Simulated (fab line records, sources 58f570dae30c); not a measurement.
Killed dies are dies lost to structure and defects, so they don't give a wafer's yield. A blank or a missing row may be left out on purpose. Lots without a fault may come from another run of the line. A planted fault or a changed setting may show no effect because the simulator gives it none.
One fault seen from 2 desks | flow berkeley_cmos170 | each desk has only its own numbers; what lay behind them comes last

THE TOOL OWNER'S DESK: krf_scanner-02
The tool's own readings at UCB170_M1_EXPOSE_06 (exposes mask METAL1, target cd 700 nm): means of the sampled wafers that have a number, for each lot that ran on this tool. A lot is out of limits, marked OUT, if its mean lies more than 4 standard deviations from the usual mean; the brackets give that distance.
Columns: A = exposure_dose_mJ_cm2 at UCB170_M1_EXPOSE_06, usual 20.979
lot  | first seen here | A
L982 | day 7 09:30     | 20.974
L983 | day 7 23:28     | 20.953
L987 | day 8 08:49     | 20.716 (-11) OUT
This desk's finding: out of limits on L987; first on L987, day 8 08:49 (exposure_dose_mJ_cm2 at UCB170_M1_EXPOSE_06). In limits: L982, L983.

THE METROLOGY DESK
What the gauges read, lot by lot, whatever tool the lot ran on: means of the sampled wafers that have a number. A lot is out of limits, marked OUT, if its mean lies more than 4 standard deviations from the usual mean; the brackets give that distance.
Columns: A = PSD_OVL at UCB170_PSD_OVL_MEAS_07, usual 1 nm; B = cd_nm at UCB170_CONTACT_CD_MEAS_15, usual 700.0 nm; C = cd_nm at UCB170_M1_CD_MEAS_09, usual 700.3 nm
lot  | first seen here | A  | B     | C
L981 | day 6 18:15     | 1  | 699.1 | 698.2
L982 | day 6 18:56     | -5 | 702.6 | 698.5
L983 | day 7 10:20     | -3 | 700.5 | 702.5
L987 | day 7 18:59     | 2  | 699.3 | 693.9
L991 | day 8 23:20     | 2  | 699.1 | 698.3
L992 | day 8 23:53     | -3 | 698.2 | 701.6
L995 | day 9 06:17     | 1  | 701.4 | 700.2
L996 | day 10 01:15    | 9  | 702.2 | 703.3
L997 | day 10 01:23    | -2 | 698.2 | 702.7
L999 | day 10 13:55    | 0  | 701.0 | 701.5
L101 | day 10 23:52    | -2 | 701.2 | 697.5
L104 | day 11 12:41    | 1  | 698.9 | 701.9
L100 | day 11 13:04    | -0 | 700.5 | 698.9
This desk's finding: nothing out of limits on any of the 13 lots.

PUT TOGETHER
The tool owner's desk could have raised an alarm at day 8 08:49, on L987.
The metrology desk saw nothing out of limits.
The metrology desk has L987 on record, within its limits.
Of the lots named, all ran UCB170_M1_EXPOSE_06 on krf_scanner-02.

WHAT THE SIMULATOR HAD PUT IN
Process parameter drift: krf_scanner-02, from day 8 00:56 on, at UCB170_M1_EXPOSE_06. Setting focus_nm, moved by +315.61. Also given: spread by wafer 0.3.
Lots struck among those shown: L987.
Hours from the fault's start to each desk's first reading out of limits: the tool owner's desk, 8.
